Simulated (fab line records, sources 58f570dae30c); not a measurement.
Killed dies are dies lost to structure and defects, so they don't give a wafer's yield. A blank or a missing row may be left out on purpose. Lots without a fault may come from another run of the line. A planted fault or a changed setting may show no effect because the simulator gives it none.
One fault seen from 2 desks | flow berkeley_cmos170 | each desk has only its own numbers; what lay behind them comes last

THE METROLOGY DESK
What the gauges read, lot by lot, whatever tool the lot ran on: means of the sampled wafers that have a number. A lot is out of limits, marked OUT, if its mean lies more than 4 standard deviations from the usual mean; the brackets give that distance. Of its 11 readings 7 are shown: those that lie furthest out on some lot.
Columns: A = cd_nm at UCB170_M2_CD_MEAS_15, usual 700.3 nm; B = M2_OVL at UCB170_M2_OVL_MEAS_16, usual -6 nm; C = V2_POLISHED_THK at UCB170_V2_THK_MEAS_04, usual 1000.3 nm; D = cd_nm at UCB170_V2_CD_MEAS_12, usual 699.8 nm; E = V2_OVL at UCB170_V2_OVL_MEAS_13, usual 0 nm; F = M3_AL_RS at UCB170_M3_RS_MEAS_02, usual 0.0321 ohm/sq; G = M3_AL_THK at UCB170_M3_THK_MEAS_03, usual 909 nm
lot  | first seen here | A     | B   | C      | D     | E  | F      | G
L821 | day 10 00:03    | 701.1 | -5  | 999.3  | 700.7 | 7  | 0.0326 | 892
L822 | day 10 01:20    | 699.6 | -5  | 1000.2 | 697.8 | -1 | 0.0315 | 933
L834 | day 12 14:23    | 701.9 | -11 | 1000.2 | 699.2 | 2  | 0.0319 | 918
L835 | day 12 18:10    | 700.1 | -8  | 1000.4 | 698.5 | -1 | 0.0322 | 909
L838 | day 13 03:47    | 698.8 | 3   | 1001.9 | 698.6 | 4  | 0.0315 | 933
L840 | day 13 06:50    | 700.4 | -6  | 1001.1 | 701.2 | -3 | 0.0322 | 908
This desk's finding: nothing out of limits on any of the 6 lots.

THE TOOL OWNER'S DESK: rie_metal-03
The tool's own readings at UCB170_M2_METAL_ETCH_18 (etches Al in Cl2/BCl3, stops on SiO2, target depth 1170 nm, time 195 s): means of the sampled wafers that have a number, for each lot that ran on this tool. A lot is out of limits, marked OUT, if its mean lies more than 4 standard deviations from the usual mean; the brackets give that distance.
Columns: A = bcl3_flow_sccm at UCB170_M2_METAL_ETCH_18, usual 44.97 sccm; B = drypump_motor_current_A at UCB170_M2_METAL_ETCH_18, usual 5.6 A; C = oes_product_au at UCB170_M2_METAL_ETCH_18, usual 0.854 a.u.; D = rf_fwd_power_W at UCB170_M2_METAL_ETCH_18, usual 597.8 W; E = throttle_valve_pct at UCB170_M2_METAL_ETCH_18, usual 24.2 %
lot  | first seen here | A     | B   | C     | D     | E
L822 | day 10 01:34    | 44.90 | 6.0 | 0.859 | 595.6 | 24.5
L834 | day 12 14:34    | 44.89 | 6.0 | 0.853 | 599.3 | 24.5
L835 | day 12 18:22    | 45.15 | 5.8 | 0.843 | 596.4 | 24.2
This desk's finding: nothing out of limits on any of the 3 lots.

PUT TOGETHER
The metrology desk saw nothing out of limits.
The tool owner's desk saw nothing out of limits.

WHAT THE SIMULATOR HAD PUT IN
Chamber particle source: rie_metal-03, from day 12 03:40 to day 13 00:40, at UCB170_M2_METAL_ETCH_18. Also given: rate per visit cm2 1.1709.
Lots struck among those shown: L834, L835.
